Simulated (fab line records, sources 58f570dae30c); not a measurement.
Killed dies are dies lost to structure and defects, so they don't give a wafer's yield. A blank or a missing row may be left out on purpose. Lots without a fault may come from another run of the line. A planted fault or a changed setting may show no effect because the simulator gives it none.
One fault seen from 2 desks | flow berkeley_cmos170 | each desk has only its own numbers; what lay behind them comes last

THE TOOL OWNER'S DESK: implanter-03
The tool's own readings at UCB170_NWELL_IMPLANT_14: means of the sampled wafers that have a number, for each lot that ran on this tool. A lot is out of limits, marked OUT, if its mean lies more than 4 standard deviations from the usual mean; the brackets give that distance.
Columns: A = beam_energy_keV at UCB170_NWELL_IMPLANT_14, usual 150.00
lot  | first seen here | A
L781 | day 3 07:34     | 149.99
L782 | day 3 15:55     | 149.94
L783 | day 3 20:56     | 150.03
L785 | day 4 08:02     | 150.00
L788 | day 4 23:53     | 149.93
L789 | day 5 06:36     | 149.97
L792 | day 5 19:30     | 148.36 (-33) OUT
L793 | day 5 23:20     | 148.38 (-32) OUT
L795 | day 6 08:57     | 148.44 (-31) OUT
This desk's finding: out of limits on L792, L793, L795; first on L792, day 5 19:30 (beam_energy_keV at UCB170_NWELL_IMPLANT_14). In limits: L781, L782, L783, L785, L788, L789.

THE METROLOGY DESK
What the gauges read, lot by lot, whatever tool the lot ran on: means of the sampled wafers that have a number. A lot is out of limits, marked OUT, if its mean lies more than 4 standard deviations from the usual mean; the brackets give that distance.
Columns: A = SCREENOX_OXIDE_THK at UCB170_SCREENOX_THK_MEAS_02, usual 14.4 nm
lot  | first seen here | A
L777 | day 5 08:12     | 14.4
L776 | day 5 08:13     | 14.2
L778 | day 5 21:41     | 15.0
L780 | day 6 12:13     | 14.2
L781 | day 6 12:14     | 14.0
L783 | day 6 21:35     | 14.5
L782 | day 6 21:37     | 14.8
L785 | day 7 07:08     | 14.8
L784 | day 7 07:09     | 14.4
L790 | day 8 02:15     | 14.4
L788 | day 8 02:17     | 14.4
L789 | day 8 02:18     | 14.1
L793 | day 8 21:29     | 14.3
L792 | day 8 21:32     | 14.7
L795 | day 9 07:45     | 14.8
This desk's finding: nothing out of limits on any of the 15 lots.

PUT TOGETHER
The tool owner's desk could have raised an alarm at day 5 19:30, on L792, L793, L795.
The metrology desk saw nothing out of limits.
The metrology desk has L792, L793, L795 on record, within its limits.
Of the lots named, all ran UCB170_NWELL_IMPLANT_14 on implanter-03.

WHAT THE SIMULATOR HAD PUT IN
Process parameter drift: implanter-03, from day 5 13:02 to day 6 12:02, at UCB170_NWELL_IMPLANT_14. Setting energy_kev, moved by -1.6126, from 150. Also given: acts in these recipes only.
Lots struck among those shown: L792, L793, L795.
Hours from the fault's start to each desk's first reading out of limits: the tool owner's desk, 6.
